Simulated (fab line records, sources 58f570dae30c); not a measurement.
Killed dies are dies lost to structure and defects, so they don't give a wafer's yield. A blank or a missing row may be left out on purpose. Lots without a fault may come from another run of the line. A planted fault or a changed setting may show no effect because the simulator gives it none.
One fault seen from 2 desks | flow berkeley_cmos170 | each desk has only its own numbers; what lay behind them comes last

THE TOOL OWNER'S DESK: wet_bench-03
The tool's own readings at UCB170_FIELD_WET_ETCH_05 (etches Si3N4 in H3PO4, time 12600 s): means of the sampled wafers that have a number, for each lot that ran on this tool. A lot is out of limits, marked OUT, if its mean lies more than 4 standard deviations from the usual mean; the brackets give that distance.
Columns: A = bath_guard_temp_C at UCB170_FIELD_WET_ETCH_05, usual 160.3 C; B = bath_heat_duty_pct at UCB170_FIELD_WET_ETCH_05, usual 24.8 %
lot  | first seen here | A     | B
L646 | day 8 04:14     | 160.6 | 21.1
L647 | day 8 04:14     | 160.5 | 26.1
This desk's finding: nothing out of limits on any of the 2 lots.

THE METROLOGY DESK
What the gauges read, lot by lot, whatever tool the lot ran on: means of the sampled wafers that have a number. A lot is out of limits, marked OUT, if its mean lies more than 4 standard deviations from the usual mean; the brackets give that distance.
Columns: A = PFIELD_OVL at UCB170_PFIELD_OVL_MEAS_06, usual 2 nm; B = FIELD_OXIDE_THK at UCB170_FIELD_THK_MEAS_02, usual 558 nm
lot  | first seen here | A  | B
L640 | day 6 11:47     | -2 | 565
L641 | day 6 18:41     | 8  | 572
L646 | day 7 16:12     | -7 | 546
L647 | day 7 16:26     | 4  | 556
L648 | day 8 05:19     | 13 | 553
L649 | day 8 05:55     | 0  | 575
L651 | day 8 09:05     | 6  | 549
L650 | day 8 09:10     | -4 | 544
L653 | day 9 00:49     | 0  | 551
L652 | day 9 01:06     | 1  | 554
L654 | day 9 12:28     | 7  | 550
L655 | day 9 12:42     | -5 | 542
L657 | day 9 21:18     | 9  | 547
L656 | day 9 21:32     | -5 | 556
This desk's finding: nothing out of limits on any of the 14 lots.

PUT TOGETHER
The tool owner's desk saw nothing out of limits.
The metrology desk saw nothing out of limits.

WHAT THE SIMULATOR HAD PUT IN
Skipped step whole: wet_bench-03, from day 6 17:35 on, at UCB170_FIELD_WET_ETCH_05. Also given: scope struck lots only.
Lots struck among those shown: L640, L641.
